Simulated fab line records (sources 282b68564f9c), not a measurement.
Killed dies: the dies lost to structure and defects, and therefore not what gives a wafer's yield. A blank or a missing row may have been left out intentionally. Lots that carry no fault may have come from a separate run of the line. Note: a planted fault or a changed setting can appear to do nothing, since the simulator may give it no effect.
fab line records    flow rit_cmos
[record] lots = 6  wafers = 18  last_day = 7
route steps=202 shown SPACER@130 NSD@131 PSD@142 M1@202
lots that met no fault: from a run of the same line without faults
start_h: the number of hours between the record's first day and the start of the first shown wafer of the lot    wait_h: time in hours since the lot's previous step    " as in the row above    L1.1+2: several wafers, shown together as one row    - no value, or no start was given    * or withheld: withheld    < > ~ a bound
route shown NAME@n: names a module that has steps shown in the file, with the first one's number in the route    usual: mean/standard deviation of fault-free wafers    same: alike in all rows    chamber/n: place in a boat    sites: readings site by site    _std_site: their standard deviation    _edge_site: outer sites' mean less inner sites'    radius_mm: how far each site lies from the wafer's centre    mask NAME#n: copy n    behind: tool/chamber where the wafer was last shaped    hold: what put the lot on hold/how long, in hours/how the hold closed    device: the n, p or np transistor that did not switch    end of line: the same wafers' tests at the end of the route    a step given without rows: its recipe and nothing more    killed: not the wafer's yield, but the dies lost to structure and defects at the first sort    map: per-die view of a wafer (x killed, . not killed, _ where there is no die)
set.NAME: the setting that was run; set.NAME@STEP: the one run at that earlier step    model.NAME: the simulator's own value behind a step, which no gauge read
lots at selected steps of the route; one table per step, one row per wafer
services: the hour from which a tool's chamber was out of use, counted from the record's first day as start_h (under 0 if before that day), plus the number of hours and why
[[steps]]
[step RIT_SPACER_ETCHBACK_05]
[recipe] target_depth_a = 2500  SF6_flow_sccm = 30  CHF3_flow_sccm = 30  target = Si3N4  chemistry = SF6/CHF3  pressure_mtorr = 40  rf_w = 250  time_s = 240  stop_on = SiO2
[usual] chamber_pressure_mTorr = 40.00/0.043  drypump_motor_current_A = 5.82/0.29  oes_product_au = 0.846/0.017  throttle_valve_pct = 10.18/0.12
lot.wafer  tool         chamber  start_h  wait_h  chamber_pressure_mTorr  drypump_motor_current_A  oes_product_au  rf_hours_counter_h  throttle_valve_pct
L819.1     rie_diel-04  0        47.00    0.1     39.96                   5.88                     0.845           121                 10.29
L819.4     "            1        "        "       39.98                   6.13                     0.836           115                 10.32
L819.5     "            3        "        "       39.96                   5.79                     0.867           -                   10.19
L820.1     rie_diel-01  0        52.35    0.1     39.93                   5.73                     0.853           113                 9.96
L820.2     "            2        "        "       40.01                   5.41                     0.854           5                   10.13
L820.4     "            3        "        "       39.97                   6.36                     0.844           65                  10.10
L824.2     rie_diel-01  0        71.44    0.0     39.98                   5.70                     0.833           114                 9.96
L824.3     "            3        "        "       39.96                   6.37                     0.823           65                  10.08
L824.4     "            2        "        "       40.00                   5.40                     0.838           5                   10.12
L830.3     rie_diel-01  0        101.84   0.0     40.05                   5.73                     0.850           114                 9.95
L830.4     "            3        "        "       40.00                   6.37                     0.822           66                  10.10
L830.5     "            2        "        "       39.93                   5.40                     0.839           -                   10.14
L834.1     rie_diel-02  3        120.13   0.1     40.01                   5.46                     0.861           98                  10.42
L834.4     "            2        "        "       40.01                   5.43                     0.828           148                 10.18
L834.6     "            2        "        "       40.07                   5.42                     0.831           -                   10.18
L839.2     rie_diel-01  1        145.65   0.0     40.04                   5.68                     0.847           145                 10.16
L839.3     "            3        "        "       40.04                   6.39                     0.842           66                  10.10
L839.6     "            3        "        "       40.11                   6.39                     0.845           -                   10.10
[step RIT_NSD_HMDS_00]
[recipe] prime_time_s = 60  prime_temp_c = 140
[step RIT_NSD_COAT_01]
[recipe] resist = NOVOLAK  spin_rpm = 3250  resist_thk_nm = 1000
[step RIT_NSD_SOFTBAKE_02]
[recipe] resist = NOVOLAK  temp_c = 90  time_s = 60
[step RIT_NSD_EXPOSE_03]
[recipe] mask_id = M9  na = 0.57  target_cd_nm = 40700  dose_mj = 250
[step RIT_NSD_PEB_04]
[recipe] resist = NOVOLAK  temp_c = withheld  time_s = withheld
[step RIT_NSD_DEVELOP_05]
[recipe] resist = NOVOLAK  develop_time_s = 50  dev_temp_c = 23
[step RIT_NSD_OVL_MEAS_06]
[usual] NSD_OVL = 0.8/1.4
lot.wafer  tool        chamber  start_h  wait_h  NSD_OVL[nm]
L819.1     overlay-01  -        48.24    -       1.5
L819.4     "           -        "        "       1.2
L819.5     "           -        "        "       1.4
L820.1     overlay-01  -        53.35    -       3.1
L820.2     "           -        "        "       2.0
L820.4     "           -        "        "       2.3
L824.2     overlay-01  -        72.57    -       1.2
L824.3     "           -        "        "       2.1
L824.4     "           -        "        "       2.2
L830.3     overlay-02  -        102.98   -       2.2
L830.4     "           -        "        "       2.1
L830.5     "           -        "        "       1.8
L834.1     overlay-02  -        121.46   -       -1.2
L834.4     "           -        "        "       -0.2
L834.6     "           -        "        "       0.2
L839.2     overlay-02  -        146.70   -       0.8
L839.3     "           -        "        "       1.1
L839.6     "           -        "        "       0.8
[step RIT_NSD_HARDBAKE_07]
[recipe] resist = NOVOLAK  temp_c = 140  time_s = 60
[step RIT_NSD_IMPLANT_08]
[recipe] species = P  energy_kev = 25  dose_cm2 = 1e+15  tilt_deg = 7
[step RIT_NSD_STRIP_09]
[recipe] chemistry = O2  time_s = 180  resist = NOVOLAK  platen_temp_c = withheld  power_w = 500  pressure_mtorr = 4000  o2_flow_sccm = 4000
[usual] chamber_pressure_mTorr = 4000/3.9  drypump_motor_current_A = 5.7/0.39
lot.wafer  tool             chamber  start_h  wait_h  chamber_pressure_mTorr  drypump_motor_current_A  rf_hours_counter_h
L819.1     plasma_asher-02  1        48.58    0.1     3997                    5.5                      41
L819.4     "                0        "        "       4005                    5.2                      -
L819.5     "                0        "        "       3999                    5.2                      -
L820.1     plasma_asher-02  1        53.68    0.1     4001                    5.5                      42
L820.2     "                0        "        "       3993                    5.2                      42
L820.4     "                0        "        "       3999                    5.2                      -
L824.2     plasma_asher-01  1        72.90    0.1     3998                    5.4                      38
L824.3     "                1        "        "       4005                    5.4                      -
L824.4     "                0        "        "       4003                    6.1                      -
L830.3     plasma_asher-03  0        103.36   0.1     3991                    6.2                      -
L830.4     "                1        "        "       4006                    5.5                      -
L830.5     "                0        "        "       3997                    6.3                      -
L834.1     plasma_asher-02  0        121.85   0.1     3999                    5.2                      0
L834.4     "                0        "        "       3996                    5.2                      -
L834.6     "                0        "        "       3994                    5.2                      -
L839.2     plasma_asher-02  1        147.03   0.1     4006                    5.5                      3
L839.3     "                1        "        "       3996                    5.5                      -
L839.6     "                1        "        "       4008                    5.5                      -
[step RIT_NSD_TW_MEAS_10]
[usual] NSD_TW = 3123/13
lot.wafer  tool           chamber  start_h  wait_h  NSD_TW
L819.1     film_metro-02  -        48.75    0.1     3121
L819.4     "              -        "        "       3096
L819.5     "              -        "        "       3100
L820.1     film_metro-02  -        53.86    0.1     3110
L820.2     "              -        "        "       3101
L820.4     "              -        "        "       3115
L824.2     film_metro-03  -        73.08    0.1     3112
L824.3     "              -        "        "       3120
L824.4     "              -        "        "       3103
L830.3     film_metro-04  -        103.49   0.1     3145
L830.4     "              -        "        "       3140
L830.5     "              -        "        "       3128
L834.1     film_metro-03  -        122.02   0.1     3128
L834.4     "              -        "        "       3151
L834.6     "              -        "        "       3149
L839.2     film_metro-03  -        147.21   0.1     3126
L839.3     "              -        "        "       3120
L839.6     "              -        "        "       3114
[step RIT_PSD_HMDS_00]
[recipe] prime_time_s = 60  prime_temp_c = 140
[usual] exhaust_pa = 45.1/0.92  prime_temp_c = 139.97/0.14
lot.wafer  tool            chamber  start_h  wait_h  exhaust_pa  prime_temp_c
L819.1     litho_track-02  0        48.81    0.1     45.7        140.11
L819.4     "               0        "        "       45.5        140.03
L819.5     "               0        "        "       47.2        139.69
L820.1     litho_track-03  0        53.92    0.1     45.3        140.03
L820.2     "               0        "        "       46.7        139.92
L820.4     "               0        "        "       46.4        139.94
L824.2     litho_track-02  0        73.16    0.1     44.9        142.55
L824.3     "               0        "        "       44.4        142.55
L824.4     "               0        "        "       44.6        142.64
L830.3     litho_track-02  0        103.58   0.1     44.7        142.36
L830.4     "               0        "        "       45.7        142.41
L830.5     "               0        "        "       44.4        142.79
L834.1     litho_track-03  0        122.08   0.1     44.8        139.98
L834.4     "               0        "        "       45.3        139.94
L834.6     "               0        "        "       44.5        139.98
L839.2     litho_track-03  0        147.29   0.1     46.9        140.15
L839.3     "               0        "        "       46.0        140.09
L839.6     "               0        "        "       45.5        140.11
[step RIT_PSD_COAT_01]
[recipe] resist = NOVOLAK  spin_rpm = 3250  resist_thk_nm = 1000
[step RIT_M1_PROBE_99]
[usual] killed_at_contacts = 0.1/0.23  killed_at_front_end = 7/3.1  killed_dies = 7/3.1  killed_open = 3.4/2.1  killed_short = 3.5/2
[same] gross_dies = 264  killed_at_M0_to_M3 = 0  killed_at_M4_up = 0  killed_at_back_side = 0  killed_at_other = 0
lot.wafer  tool       chamber  start_h  wait_h  killed_at_contacts  killed_at_front_end  killed_dies  killed_open  killed_short
L819.1     prober-02  -        58.67    0.1     0                   5                    5            2            3
L819.4     prober-02  -        58.82    0.2     0                   6                    6            0            6
L819.5     prober-02  -        58.87    0.2     0                   6                    6            2            4
L820.1     prober-01  -        63.27    0.1     0                   3                    3            1            2
L820.2     prober-01  -        63.32    0.1     0                   8                    8            4            4
L820.4     prober-01  -        63.42    0.2     0                   2                    2            0            2
L824.2     prober-01  -        82.86    0.1     1                   3                    4            3            1
L824.3     prober-01  -        82.91    0.2     0                   8                    8            4            4
L824.4     prober-01  -        82.96    0.2     0                   10                   10           2            8
L830.3     prober-01  -        113.03   0.2     0                   6                    6            4            2
L830.4     prober-01  -        113.08   0.2     0                   14                   14           8            6
L830.5     prober-01  -        113.13   0.2     0                   12                   12           6            6
// killed by level:class
L819.1 GATE:geometric_particle:short=2 FOX1:geometric_particle:short=1 REOX:geometric_particle:open=1 SPACER:geometric_particle:open=1
L819.4 GATE:geometric_particle:short=4 FOX1:geometric_particle:short=1 SILICIDE:geometric_particle:short=1
L819.5 GATE:geometric_particle:short=2 SPACER:geometric_particle:open=2 ACTIVE:geometric_particle:short=1 FOX1:geometric_particle:short=1
L820.1 REOX:geometric_particle:short=2 REOX:geometric_particle:open=1
L820.2 GATE:geometric_particle:short=4 REOX:geometric_particle:open=2 FOX1:geometric_particle:open=1 SPACER:geometric_particle:open=1
L820.4 FOX1:geometric_particle:short=1 GATE:geometric_particle:short=1
L824.2 GATE:geometric_particle:short=1 GATE:geometric_particle:open=1 REOX:geometric_particle:open=1 CONTACT:geometric_particle:open=1
L824.3 GATE:geometric_particle:short=3 GATE:geometric_particle:open=2 REOX:geometric_particle:open=1 REOX:geometric_particle:short=1 SILICIDE:geometric_particle:open=1
L824.4 GATE:geometric_particle:short=3 FOX2:geometric_particle:short=2 GATE:geometric_particle:open=2 SILICIDE:geometric_particle:short=2 SPACER:geometric_particle:short=1
L830.3 FOX1:geometric_particle:open=2 GATE:geometric_particle:open=2 GATE:geometric_particle:short=1 SILICIDE:geometric_particle:short=1
L830.4 SPACER:geometric_particle:open=3 FOX1:geometric_particle:short=2 GATE:geometric_particle:open=2 REOX:geometric_particle:open=2 SPACER:geometric_particle:short=2 FOX1:geometric_particle:open=1 GATE:geometric_particle:short=1 SILICIDE:geometric_particle:short=1
L830.5 GATE:geometric_particle:short=3 FOX1:geometric_particle:open=2 FOX2:geometric_particle:short=2 GATE:geometric_particle:open=2 FOX1:geometric_particle:short=1 FOX2:geometric_particle:open=1 REOX:geometric_particle:open=1
[[services]]
tool             chamber  start_h  hours  kind
plasma_asher-01  -        26.78    5.5    repair
rie_diel-04      -        28.55    2.8    pm
rie_diel-01      0        35.39    15.6   repair
plasma_asher-01  -        46.76    12.8   repair
rie_diel-02      2        48.25    9.4    repair
rie_diel-02      -        62.39    2.6    repair
plasma_asher-02  -        69.46    7.5    repair
rie_diel-01      -        73.55    2.8    pm
rie_diel-04      2        81.07    4.4    repair
plasma_asher-03  -        93.85    2.8    pm
rie_diel-04      -        103.65   0.6    repair
plasma_asher-02  -        108.75   9.0    pm
plasma_asher-02  0        108.75   9.0    vent_cycle
plasma_asher-02  1        108.75   9.0    vent_cycle
plasma_asher-02  0        117.75   -      clean
plasma_asher-02  1        117.75   -      clean
plasma_asher-01  -        120.14   15.6   pm
rie_diel-01      2        137.30   2.8    repair
rie_diel-02      0        144.55   7.6    repair
[[key]]
[first_sign] step = RIT_PSD_HMDS_00  reading = prime_temp_c  direction = up  sigmas = 19  usual = *  struck = *
effect none on later readings
met_at RIT_PSD_HMDS_00
struck_wafers L824.2,L824.3,L824.4,L830.3,L830.4,L830.5
tester_left_out L824,L830
onset_between 48.81 73.16
[fault] kind = process_parameter_drift  tool = litho_track-02  chamber = -  onset_h = 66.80  steps = RIT_PSD_HMDS_00  channel = prime_temp_c  offset = *  shape = step  end_h = 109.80  acts_in = *  stated = *
// tester_left_out: of these lots the tester's yield and bins aren't shown, on N5 and GAA mostly nor the transistor test; their killed dies are dies lost to structure and defects alone, not to doping, threshold or leakage, so they don't give the yield
